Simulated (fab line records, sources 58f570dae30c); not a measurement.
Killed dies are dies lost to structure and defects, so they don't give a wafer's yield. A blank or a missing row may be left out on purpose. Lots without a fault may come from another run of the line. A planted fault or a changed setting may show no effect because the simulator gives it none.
One fault seen from 2 desks | flow berkeley_cmos170 | each desk has only its own numbers; what lay behind them comes last

THE TOOL OWNER'S DESK: pvd_sputter-02
The tool's own readings at UCB170_M3_SPUTTER_01 (material Al, target thk 900 nm, time 120 s): means of the sampled wafers that have a number, for each lot that ran on this tool. A lot is out of limits, marked OUT, if its mean lies more than 4 standard deviations from the usual mean; the brackets give that distance.
Columns: A = throttle_valve_pct at UCB170_M3_SPUTTER_01, usual 30.3 %
lot  | first seen here | A
L534 | day 8 21:21     | 30.2
L538 | day 11 09:26    | 30.2
L543 | day 11 10:53    | 30.1
L546 | day 12 09:49    | 30.3
L548 | day 12 20:45    | 30.6
This desk's finding: nothing out of limits on any of the 5 lots.

THE METROLOGY DESK
What the gauges read, lot by lot, whatever tool the lot ran on: means of the sampled wafers that have a number. A lot is out of limits, marked OUT, if its mean lies more than 4 standard deviations from the usual mean; the brackets give that distance.
Columns: A = M2_AL_THK at UCB170_M2_THK_MEAS_03, usual 906 nm; B = M3_AL_RS at UCB170_M3_RS_MEAS_02, usual 0.03218 ohm/sq; C = M3_AL_THK at UCB170_M3_THK_MEAS_03, usual 906 nm; D = cd_nm at UCB170_M3_CD_MEAS_15, usual 699.7 nm
lot  | first seen here | A   | B       | C   | D
L533 | day 8 15:07     | 901 | 0.03170 | 921 | 699.8
L534 | day 8 16:32     | 909 | 0.03240 | 901 | 697.8
L535 | day 8 18:20     | 897 | 0.03213 | 899 | 701.6
L538 | day 10 22:52    | 907 | 0.03193 | 916 | 698.9
L539 | day 10 23:20    | 923 | 0.03212 | 902 | 697.9
L536 | day 10 23:35    | 907 | 0.03208 | 907 | 699.2
L543 | day 11 00:47    | 909 | 0.03257 | 909 | 700.1
L546 | day 12 01:52    | 887 | 0.03135 | 925 | 700.0
L548 | day 12 15:27    | 914 | 0.03118 | 931 | 699.9
L549 | day 12 18:40    | 899 | 0.03209 | 914 | 699.0
L551 | day 13 04:00    | 918 | 0.03252 | 898 | 699.0
L553 | day 13 06:50    | 907 | 0.03247 | 900 | 702.5
L552 | day 13 09:10    | 892 | 0.03188 | 916 | 699.3
L554 | day 13 10:50    | 909 | 0.03241 | 897 | 699.0
This desk's finding: nothing out of limits on any of the 14 lots.

PUT TOGETHER
The tool owner's desk saw nothing out of limits.
The metrology desk saw nothing out of limits.

WHAT THE SIMULATOR HAD PUT IN
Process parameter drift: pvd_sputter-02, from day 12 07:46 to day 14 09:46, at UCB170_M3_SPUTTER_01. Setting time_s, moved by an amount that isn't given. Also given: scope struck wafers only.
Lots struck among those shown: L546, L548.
